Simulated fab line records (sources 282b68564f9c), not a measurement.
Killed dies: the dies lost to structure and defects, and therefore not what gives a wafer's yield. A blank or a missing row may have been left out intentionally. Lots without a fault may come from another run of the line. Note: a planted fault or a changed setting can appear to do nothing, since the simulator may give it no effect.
Comparing a struck lot with a sound one | flow rit cmos | 15 out of 202 route steps
Sound: wafers L468.2, L468.4, L468.5. Struck: wafers L462.3, L462.6 (left out: L462.1, a lot-mate that was not struck); the cause follows at the end.
At each step with rows: each side's tool, then ch and its chambers, then its first start. Under that, the readings that differ: sound wafers | struck wafers | difference of the means | sigmas: that difference in standard deviations of wafers without a fault.
alike: readings whose means differ by less than 2 such deviations, and words and numbers that are the same on both sides. not compared: withheld readings, readings that some wafer has no value for, bounds like >300 that may hide the same value, and numbers for which the record gives no deviation and whose values overlap.
A row with sigmas, a row that says differs or no value, or rows on one side alone: a step with any of these is where the two part. Numbers that don't overlap but have no deviation are shown without sigmas and don't part them. Lack of a reading on every wafer of one side parts them only where that side has two or more wafers.

RIT_CONTACT_CVD_00: deposits SiO2 from TEOS, target thk 400 nm, time 61 s.
  sound on pecvd-04 ch 0,1,2, day 7 06:37; struck on pecvd-04 ch 0,1, day 5 23:37
  alike: heater power w
RIT_CONTACT_THK_MEAS_01:
  struck on film metro-01, day 5 23:40; sound on film metro-02, day 7 06:41
  alike: CONTACT_TEOS_THK
then, 2 steps without rows for these wafers: RIT_CONTACT_HMDS_02 (prime time 60 s); RIT_CONTACT_COAT_03 (resist thk 1000 nm).
RIT_CONTACT_SOFTBAKE_04: time 62.23 s.
  sound on litho track-01 ch 0, day 7 07:04; struck on litho track-02 ch 0, day 6 00:15
  alike: plate sensor t centre C, plate sensor t edge C
then, 3 steps without rows for these wafers: RIT_CONTACT_EXPOSE_05 (exposes mask M11, target cd 1000 nm); RIT_CONTACT_PEB_06; RIT_CONTACT_DEVELOP_07 (develop time 120 s).
RIT_CONTACT_CD_MEAS_08 targets a cd of 1000 nm.
  struck on cd sem-02, day 6 00:58; sound on cd sem-01, day 7 07:49
  alike: cd nm
RIT_CONTACT_OVL_MEAS_09:
  struck on overlay-02, day 6 01:05; sound on overlay-01, day 7 07:55
  alike: CONTACT_OVL
then, 1 step without rows for these wafers: RIT_CONTACT_HARDBAKE_10 (time 60 s).
RIT_CONTACT_ETCH_11: etches SiO2 in CHF3/CF4/Ar, stops on TiSi2, target depth 480 nm, time 320 s.
  sound on rie diel-03 ch 1,2,3, day 7 08:06; struck on rie diel-01 ch 0, day 6 01:16
  alike: drypump motor current A, oes product au, throttle valve pct
  not compared: rf hours counter h
RIT_CONTACT_STRIP_12: strips in O2, time 180 s.
  sound on plasma asher-03 ch 0,1, day 7 08:17; struck on plasma asher-01 ch 0, day 6 01:28
  reading          | sound             | struck      | difference | sigmas
  run length s (s) | 208.7 208.4 208.8 | 200.9 201.0 | -7.7       | -16
  alike: drypump motor current A
  not compared: rf hours counter h
RIT_CONTACT_CD_MEAS_90 targets a cd of 1000 nm.
  struck on cd sem-02, day 6 01:38; sound on cd sem-02, day 7 08:29
  alike: cd nm
RIT_M1_PROBE_99:
  struck on prober-01, day 6 06:14; sound on prober-01, day 7 14:43
  alike: killed_at_M0_to_M3, killed at contacts, killed at front end, killed dies, killed open, killed short

## WHERE THEY PART
RIT_CONTACT_STRIP_12 only, going by this record. Later steps at which nothing parts them and some readings are alike: RIT_CONTACT_CD_MEAS_90, RIT_M1_PROBE_99.

WHY: what had been put in by the simulator
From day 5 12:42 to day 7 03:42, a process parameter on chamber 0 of plasma asher-01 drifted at RIT_CONTACT_STRIP_12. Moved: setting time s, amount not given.
